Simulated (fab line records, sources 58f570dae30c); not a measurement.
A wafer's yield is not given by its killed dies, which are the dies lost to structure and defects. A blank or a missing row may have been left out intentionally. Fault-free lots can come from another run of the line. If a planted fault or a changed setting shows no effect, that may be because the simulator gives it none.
2 desks looking at one fault + flow berkeley_cmos170 + each desk holds nothing but its own numbers, with what lay behind them at the end

## AT THE TOOL OWNER'S DESK: rie_metal-03
The tool's own readings at UCB170_M1_METAL_ETCH_12 (etches Al in Cl2/BCl3, stops on PSG, target depth 780 nm, time 130 s): means of the sampled wafers that have a number, for each lot that ran on this tool. If a lot's mean is further than 4 standard deviations from the usual mean, the lot is out of limits and carries the mark OUT (the distance appears in the brackets).
Columns: A = chamber_pressure_mTorr at UCB170_M1_METAL_ETCH_12, usual 12.000 mTorr; B = drypump_motor_current_A at UCB170_M1_METAL_ETCH_12, usual 5.7 A; C = oes_product_au at UCB170_M1_METAL_ETCH_12, usual 0.852 a.u.; D = throttle_valve_pct at UCB170_M1_METAL_ETCH_12, usual 24.31 %
| lot  | first seen here | A      | B   | C                | D     |
|------|-----------------|--------|-----|------------------|-------|
| L801 | day 8 19:53     | 11.993 | 5.2 | 0.857            | 24.47 |
| L803 | day 8 20:49     | 12.000 | 5.2 | 0.849            | 24.46 |
| L806 | day 9 05:32     | 11.996 | 5.2 | 0.844            | 24.47 |
| L810 | day 10 02:12    | 11.996 | 5.6 | 0.863            | 24.48 |
| L816 | day 10 15:20    | 12.001 | 5.6 | 0.771 (-6.7) OUT | 24.53 |
Finding of this desk: L816 out of limits; the first was L816 at day 10 15:20, on oes_product_au at UCB170_M1_METAL_ETCH_12. L801, L803, L806, L810 stayed within limits.

## THE METROLOGY DESK
What the gauges read, lot by lot, whatever tool the lot ran on: means of the sampled wafers that have a number. If a lot's mean is further than 4 standard deviations from the usual mean, the lot is out of limits and carries the mark OUT (the distance appears in the brackets).
Columns: A = cd_nm at UCB170_M1_CD_MEAS_90, usual 700.4 nm; B = V1_TEOS_THK at UCB170_V1_THK_MEAS_01, usual 2008 nm
| lot  | first seen here | A                | B    |
|------|-----------------|------------------|------|
| L801 | day 8 20:08     | 699.3            | 2016 |
| L802 | day 8 20:40     | 700.8            | 2021 |
| L803 | day 8 21:04     | 702.2            | 1989 |
| L806 | day 9 05:46     | 697.9            | 1998 |
| L805 | day 9 12:47     | 702.1            | 2007 |
| L810 | day 10 02:26    | 700.5            | 1963 |
| L811 | day 10 05:56    | 699.8            | 2048 |
| L815 | day 10 15:16    | 700.7            | 2021 |
| L816 | day 10 15:34    | 691.2 (-4.2) OUT | 2041 |
| L814 | day 10 15:51    | 699.9            | 2003 |
| L821 | day 11 19:57    | 698.8            | 1993 |
| L822 | day 12 13:01    | 700.6            | 1997 |
| L824 | day 12 13:34    | 701.1            | 1979 |
Finding of this desk: L816 out of limits; the first was L816 at day 10 15:34, on cd_nm at UCB170_M1_CD_MEAS_90. L801, L802, L803, L806, L805, L810, L811, L815, L814, L821, L822, L824 stayed within limits.

## PUT TOGETHER
An alarm could have come from the tool owner's desk at day 10 15:20, on L816.
On L816, the metrology desk was in a position to raise an alarm at day 10 15:34.
Every lot named ran UCB170_M1_METAL_ETCH_12 on rie_metal-03.

## WHAT HAD BEEN PUT IN BY THE SIMULATOR
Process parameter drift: rie_metal-03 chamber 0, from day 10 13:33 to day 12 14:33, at UCB170_M1_METAL_ETCH_12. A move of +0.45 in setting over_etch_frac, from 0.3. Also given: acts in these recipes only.
Shown lots that were struck: L816.
Fault start to first reading out of limits, in hours, per desk: tool owner, 2; metrology, 2.
